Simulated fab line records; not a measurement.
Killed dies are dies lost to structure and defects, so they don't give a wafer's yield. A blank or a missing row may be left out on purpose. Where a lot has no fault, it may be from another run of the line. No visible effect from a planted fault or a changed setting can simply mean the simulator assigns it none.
fab line records | flow berkeleyCmos170
record lots=14 wafers=42 lastDay=13
route steps=331 shown GATE@127 SDANNEAL@205 NSD@207 M2@272
lots that met no fault: from a run of the same line without faults
startH: hours from the record's opening day to when the first of the lot's shown wafers began | waitH: hours since the lot's step before | " identical to the entry in the row above | L1.1+2: one row covering several wafers at once | - no value, or no start was given | * or withheld: withheld | < > ~ a bound
route shown NAME@n: names a module that has steps shown in the file, with the first one's number in the route | usual: mean and standard deviation over wafers with no fault | same: alike in all rows | chamber/n: place in a boat | sites: the reading at each site | _std_site: how widely they spread, as a standard deviation | _edge_site: outer sites' mean less inner sites' | radiusMm: how far each site lies from the wafer's centre | mask NAME#n: copy n | behind: tool/chamber where the wafer was last shaped | hold: the reason the lot was held/the length of the hold in hours/how it ended | device: names the non-switching transistor (n, p or np) | end of line: the route-end tests of the same wafers | step lacking rows: just its recipe | killed: dies that structure and defects cost at the first sort, which is not the same as the wafer's yield | map: a wafer's dies, marking killed ones x, the rest . and places with no die _
set.NAME: setting as actually run; set.NAME@STEP: the setting as run at that earlier step | model.NAME: the simulator's own value behind a step, which no gauge read
a sample of lots followed through the steps of the route, with each step as a table and each wafer as a row
services: from which hour (startH, from the record's first day; less than 0 if before it) a tool's chamber was out of use, for how many hours, and why
## steps
# step UCB170_GATE_OXIDATION_01
# recipe tempC=850 ambient=O2 targetThkA=66 oxTimeS=1800
# usual tubeCenterTempC=849.99/0.073 zonePowerSourcePct=22.1/1.3
# columns lot.wafer tool chamber startH waitH tubeCenterTempC zonePowerSourcePct
L585.3 furnace-04 0 128.28 6.5 849.95 23.8
L585.4 " 0 " " 849.9 23.8
L585.5 " 0 " " 850.04 24.1
L586.3 furnace-04 0 128.28 0.4 849.97 24.1
L586.5 " 0 " " 849.98 23.7
L586.6 " 0 " " 850.01 23.6
L587.1 furnace-04 0 128.28 0.5 849.92 24.5
L587.5 " 0 " " 850 24.1
L587.6 " 0 " " 850.04 23.7
L588.4 furnace-01 0 153.05 2.5 850.03 21.3
L588.5 " 0 " " 850.07 21.3
L588.6 " 0 " " 849.94 21.4
L589.1 furnace-01 0 153.05 1.3 850.03 21.0
L589.2 " 0 " " 849.89 20.8
L589.6 " 0 " " 849.98 20.9
L590.1 furnace-01 0 153.05 1.3 850.06 20.9
L590.3 " 0 " " 850 21.4
L590.5 " 0 " " 849.86 21.0
L591.1 furnace-01 0 153.05 3.0 850.05 21.1
L591.3 " 0 " " 849.83 21.4
L591.6 " 0 " " 850.07 21.3
L592.2 furnace-01 0 171.81 3.3 849.89 20.8
L592.4 " 0 " " 849.89 21.1
L592.6 " 0 " " 850.03 20.9
L593.2 furnace-01 0 171.81 3.2 849.99 20.6
L593.3 " 0 " " 850.01 21.3
L593.6 " 0 " " 849.95 21.2
L594.1 furnace-01 0 171.81 3.5 850.07 20.9
L594.3 " 0 " " 849.91 21.1
L594.6 " 0 " " 849.95 21.4
L598.2 furnace-02 0 195.16 5.6 850.04 23.6
L598.3 " 0 " " 849.93 23.3
L598.6 " 0 " " 849.91 23.9
L606.2 furnace-01 0 253.66 4.8 850.08 21.4
L606.3 " 0 " " 849.89 21.2
L606.6 " 0 " " 850.17 21.0
L607.2 furnace-01 0 253.66 5.1 849.98 21.3
L607.4 " 0 " " 850.03 20.9
L607.6 " 0 " " 849.96 20.9
L608.2 furnace-01 0 253.66 5.4 850.02 21.5
L608.4 " 0 " " 850.05 21.1
L608.6 " 0 " " 850.08 21.1
# step UCB170_GATE_THK_MEAS_02
# recipe reads=SiO2_of_GATE_OXIDATION_01
# usual GATE_OXIDE_THK=6.65/0.13
# columns lot.wafer tool chamber startH waitH GATE_OXIDE_THK[nm]
L585.3 filmMetro-02 - 129.80 0.0 6.32
L585.4 " - " " 6.29
L585.5 " - " " 6.54
L587.1 filmMetro-02 - 129.84 0.1 6.55
L587.5 " - " " 6.58
L587.6 " - " " 6.56
L586.3 filmMetro-04 - 129.92 0.1 6.58
L586.5 " - " " 6.52
L586.6 " - " " 6.40
L589.1 filmMetro-04 - 154.55 0.0 6.59
L589.2 " - " " 6.69
L589.6 " - " " 6.67
L591.1 filmMetro-02 - 154.55 0.0 6.66
L591.3 " - " " 6.64
L591.6 " - " " 6.72
L588.4 filmMetro-01 - 154.58 0.0 6.59
L588.5 " - " " 6.67
L588.6 " - " " 6.71
L590.1 filmMetro-02 - 154.61 0.1 6.63
L590.3 " - " " 6.75
L590.5 " - " " 6.57
L594.1 filmMetro-01 - 173.31 0.0 8.74
L594.3 " - " " 8.87
L594.6 " - " " 8.79
L592.2 filmMetro-02 - 173.32 0.0 8.95
L592.4 " - " " 8.80
L592.6 " - " " 8.81
L593.2 filmMetro-01 - 173.38 0.1 8.81
L593.3 " - " " 8.83
L593.6 " - " " 8.90
L598.2 filmMetro-04 - 196.67 0.0 6.59
L598.3 " - " " 6.43
L598.6 " - " " 6.55
L607.2 filmMetro-01 - 255.17 0.0 6.86
L607.4 " - " " 6.81
L607.6 " - " " 6.74
L608.2 filmMetro-04 - 255.17 0.0 6.76
L608.4 " - " " 6.79
L608.6 " - " " 6.89
L606.2 filmMetro-04 - 255.23 0.1 6.61
L606.3 " - " " 6.60
L606.6 " - " " 6.60
# step UCB170_SDANNEAL_RTA_01
# recipe tempC=1050 timeS=5 ambient=N2
# usual chamberO2Ppm=2.000/0.022 lampPowerPct=37/3.7 wafer_temp_C_max=1055.0/1
# columns lot.wafer tool chamber startH waitH chamberO2Ppm lampPowerPct wafer_temp_C_max
L585.3 rtpAnneal-02 0 157.73 0.1 2.004 33 1054.6
L585.4 " 0 " " 2.016 33 1053.8
L585.5 " 0 " " 2.015 33 1057.1
L586.3 rtpAnneal-01 0 158.28 0.1 2.018 41 1056.8
L586.5 " 0 " " 2.015 41 1056.1
L586.6 " 0 " " 1.984 41 1055.4
L587.1 rtpAnneal-02 0 158.43 0.1 2.033 33 1056.6
L587.5 " 0 " " 1.998 33 1056.0
L587.6 " 0 " " 2.004 33 1057.1
L588.4 rtpAnneal-02 0 182.21 0.1 1.976 33 1056.4
L588.5 " 0 " " 1.964 33 1054.5
L588.6 " 0 " " 1.987 33 1055.6
L589.1 rtpAnneal-01 0 182.51 0.1 2.023 41 1054.1
L589.2 " 0 " " 2.015 41 1055.2
L589.6 " 0 " " 2.023 41 1054.6
L591.1 rtpAnneal-02 0 182.81 0.1 2.015 33 1054.2
L591.3 " 0 " " 2.014 33 1055.8
L591.6 " 0 " " 2.037 33 1054.8
L590.1 rtpAnneal-02 0 183.37 0.1 2.010 33 1054.5
L590.3 " 0 " " 2.000 33 1056.2
L590.5 " 0 " " 1.990 33 1055.1
L592.2 rtpAnneal-02 0 202.18 0.1 1.995 33 1055.0
L592.4 " 0 " " 1.994 33 1056.3
L592.6 " 0 " " 1.982 33 1053.8
L593.2 rtpAnneal-01 0 202.18 0.1 1.977 41 1056.1
L593.3 " 0 " " 2.015 41 1056.2
L593.6 " 0 " " 2.010 41 1058.0
L594.1 rtpAnneal-01 0 202.29 0.1 2.003 41 1054.3
L594.3 " 0 " " 1.989 41 1055.5
L594.6 " 0 " " 1.975 41 1054.1
L598.2 rtpAnneal-02 0 223.73 0.1 1.957 33 1054.5
L598.3 " 0 " " 2.011 33 1053.3
L598.6 " 0 " " 2.008 33 1055.4
L607.2 rtpAnneal-02 0 287.29 0.1 2.000 33 1055.7
L607.4 " 0 " " 1.976 33 1058.1
L607.6 " 0 " " 1.985 33 1055.3
L608.2 rtpAnneal-01 0 288.32 0.1 1.996 41 1053.9
L608.4 " 0 " " 1.997 41 1053.2
L608.6 " 0 " " 1.985 41 1054.4
L606.2 rtpAnneal-02 0 288.32 0.1 2.026 33 1056.7
L606.3 " 0 " " 2.012 33 1054.4
L606.6 " 0 " " 2.025 33 1056.2
# step UCB170_SDANNEAL_RS_MEAS_03
# recipe thkMeasGauge=four-point-probe
# usual NSD_RS=37.29/0.069
# columns lot.wafer tool chamber startH waitH NSD_RS[ohm/sq]
L585.3 filmMetro-04 - 157.93 0.1 37.37
L585.4 " - " " 37.36
L585.5 " - " " 37.34
L586.3 filmMetro-03 - 158.48 0.1 37.38
L586.5 " - " " 37.20
L586.6 " - " " 37.28
L587.1 filmMetro-04 - 158.61 0.1 37.32
L587.5 " - " " 37.24
L587.6 " - " " 37.42
L588.4 filmMetro-04 - 182.42 0.1 37.37
L588.5 " - " " 37.27
L588.6 " - " " 37.23
L589.1 filmMetro-03 - 182.69 0.1 37.22
L589.2 " - " " 37.22
L589.6 " - " " 37.31
L591.1 filmMetro-01 - 182.98 0.1 37.29
L591.3 " - " " 37.22
L591.6 " - " " 37.27
L590.1 filmMetro-04 - 183.55 0.1 37.23
L590.3 " - " " 37.35
L590.5 " - " " 37.32
L592.2 filmMetro-03 - 202.37 0.1 37.20
L592.4 " - " " 37.25
L592.6 " - " " 37.31
L593.2 filmMetro-04 - 202.37 0.1 37.37
L593.3 " - " " 37.22
L593.6 " - " " 37.24
L594.1 filmMetro-01 - 202.47 0.1 37.34
L594.3 " - " " 37.32
L594.6 " - " " 37.25
L598.2 filmMetro-04 - 223.95 0.1 37.21
L598.3 " - " " 37.34
L598.6 " - " " 37.33
L607.2 filmMetro-04 - 287.48 0.1 37.21
L607.4 " - " " 37.29
L607.6 " - " " 37.22
L608.2 filmMetro-01 - 288.51 0.1 37.22
L608.4 " - " " 37.31
L608.6 " - " " 37.18
L606.2 filmMetro-03 - 288.51 0.1 37.38
L606.3 " - " " 37.40
L606.6 " - " " 37.32
# step UCB170_M2_SPUTTER_01
# recipe material=Al targetThkNm=900 timeS=120 powerW=6000 chamberPressurePa=0.5
# usual throttleValvePct=30.1/0.96
# columns lot.wafer tool chamber startH waitH throttleValvePct
L585.3 pvdSputter-02 - 171.14 0.0 31.0
L585.4 " - " " 29.1
L585.5 " - " " 29.5
L586.3 pvdSputter-04 - 174.28 0.0 29.8
L586.5 " - " " 30.3
L586.6 " - " " 29.1
L587.1 pvdSputter-02 - 174.55 0.0 31.1
L587.5 " - " " 31.3
L587.6 " - " " 31.3
L588.4 pvdSputter-02 - 194.41 0.0 29.5
L588.5 " - " " 31.7
L588.6 " - " " 31.1
L589.1 pvdSputter-01 - 195.62 0.0 30.7
L589.2 " - " " 30.7
L589.6 " - " " 30.1
L591.1 pvdSputter-04 - 195.74 0.0 29.9
L591.3 " - " " 28.5
L591.6 " - " " 29.1
L590.1 pvdSputter-02 - 197.45 0.0 29.2
L590.3 " - " " 31.3
L590.5 " - " " 31.4
L592.2 pvdSputter-02 - 214.91 0.0 31.5
L592.4 " - " " 29.1
L592.6 " - " " 31.0
L593.2 pvdSputter-01 - 215.19 0.0 30.6
L593.3 " - " " 30.6
L593.6 " - " " 30.0
L594.1 pvdSputter-04 - 215.44 0.0 29.1
L594.3 " - " " 30.3
L594.6 " - " " 30.2
L598.2 pvdSputter-01 - 236.43 0.0 30.0
L598.3 " - " " 30.7
L598.6 " - " " 30.7
L607.2 pvdSputter-04 - 303.67 0.0 29.0
L607.4 " - " " 30.2
L607.6 " - " " 29.0
L608.2 pvdSputter-04 - 306.44 0.0 30.1
L608.4 " - " " 28.6
L608.6 " - " " 30.3
L606.2 pvdSputter-02 - 308.03 0.0 29.4
L606.3 " - " " 31.0
L606.6 " - " " 30.9
## services
# columns tool chamber startH hours kind
rtpAnneal-02 - 114.52 4.8 pm
furnace-01 - 148.05 1.0 repair
furnace-02 - 187.85 3.6 pm
furnace-01 - 204.33 3.7 pm
pvdSputter-04 - 222.41 13.0 repair
furnace-01 - 241.65 6.8 repair
furnace-02 - 248.56 2.9 pm
## key
firstSign step=UCB170_GATE_THK_MEAS_02 reading=GATE_OXIDE_THK direction=up sigmas=17 usual=6.65 struck=8.83
effect none on later readings
metAt UCB170_GATE_OXIDATION_01
struckLots L592,L593,L594
testerLeftOut L592,L593,L594
notActingAt UCB170_SDANNEAL_RTA_01,UCB170_SDANNEAL_RS_MEAS_03,UCB170_M2_SPUTTER_01
onsetBetween 153.05 171.81
fault kind=processParameterDrift tool=furnace-01 chamber=- onsetH=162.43 steps=UCB170_GATE_OXIDATION_01 channel=oxTimeS offset=* shape=step endH=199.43 actsIn=* stated=*
# testerLeftOut: of these lots the tester's yield and bins aren't shown, on N5 and GAA mostly nor the transistor test; their killed dies are dies lost to structure and defects alone, not to doping, threshold or leakage, so they don't give the yield
